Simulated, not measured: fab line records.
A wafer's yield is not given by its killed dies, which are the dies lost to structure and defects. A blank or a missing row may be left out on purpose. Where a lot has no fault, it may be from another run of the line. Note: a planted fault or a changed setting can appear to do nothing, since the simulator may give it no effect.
2 desks looking at one fault -- flow berkeley_cmos170 -- only its own numbers are on each desk; what lay behind them is given at the end

== TOOL OWNER'S DESK, implanter-03 ==
For each lot that ran on this tool, the mean over its sampled wafers that have a number, from the tool's own readings at UCB170_PWELL_IMPLANT_15. If a lot's mean is further than 4 standard deviations from the usual mean, the lot is out of limits and carries the mark OUT (the distance appears in the brackets).
Columns: A = beam_on_s at UCB170_PWELL_IMPLANT_15, usual 10.00 s; B = end_station_pressure_torr at UCB170_PWELL_IMPLANT_15, usual 5e-06 Torr; C = faraday_current_uA at UCB170_PWELL_IMPLANT_15, usual 15.9; D = tilt_deg at UCB170_PWELL_IMPLANT_15, usual 6.994 degrees
lot,first seen here,A,B,C,D
L876,day 2 20:26,10.16,5e-06,15.6,6.992
L877,day 3 06:17,9.99,5e-06,15.9,6.992
L882,day 4 06:47,10.22,5e-06,15.5,7.020
L885,day 4 15:28,9.94,5e-06,16.0,6.997
L890,day 5 17:08,11.93 (+9.6) OUT,1e-04 (+99 or more) OUT,13.5 (-7.8) OUT,6.973
L891,day 6 01:05,11.99 (+10) OUT,9e-05 (+99 or more) OUT,13.4 (-8.1) OUT,7.020
This desk's verdict: out of limits on L890, L891, starting with L890 at day 5 17:08 (beam_on_s at UCB170_PWELL_IMPLANT_15). L876, L877, L882, L885 stayed within limits.

== FROM THE METROLOGY DESK ==
Means of the sampled wafers that have a number, per lot and without regard to the tool the lot ran on: this is what the gauges read. If a lot's mean is further than 4 standard deviations from the usual mean, the lot is out of limits and carries the mark OUT (the distance appears in the brackets).
Columns: A = PWELL_TW at UCB170_PWELL_TW_MEAS_17, usual 379
lot,first seen here,A
L876,day 2 20:40,376
L877,day 3 06:31,381
L878,day 3 07:02,374
L879,day 3 10:07,381
L880,day 3 17:30,380
L883,day 4 06:48,376
L882,day 4 07:01,381
L885,day 4 15:43,382
L890,day 5 17:21,404 (+7.7) OUT
L889,day 5 17:27,382
L891,day 6 01:20,404 (+7.5) OUT
L892,day 6 15:51,381
L896,day 7 08:26,376
L897,day 7 15:01,380
This desk's result: L890, L891 out of limits, first on L890 (PWELL_TW at UCB170_PWELL_TW_MEAS_17), day 5 17:21. L876, L877, L878, L879, L880, L883, L882, L885, L889, L892, L896, L897 stayed within limits.

== PUT TOGETHER ==
At day 5 17:08, on L890, L891, the tool owner's desk was in a position to raise an alarm.
An alarm was possible from the metrology desk at day 5 17:21, on L890, L891.
The lots listed all ran UCB170_PWELL_IMPLANT_15 on implanter-03.

== WHAT HAD BEEN PUT IN BY THE SIMULATOR ==
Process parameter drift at UCB170_PWELL_IMPLANT_15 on implanter-03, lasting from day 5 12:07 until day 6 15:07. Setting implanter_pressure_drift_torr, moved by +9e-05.
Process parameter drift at UCB170_PWELL_IMPLANT_15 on implanter-03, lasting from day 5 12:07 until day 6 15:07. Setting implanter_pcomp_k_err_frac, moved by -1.
Struck lots among those shown: L890, L891.
Delay (hours) between the fault's onset and each desk's first out-of-limits reading: 5 at the tool owner's desk, 5 at the metrology desk.
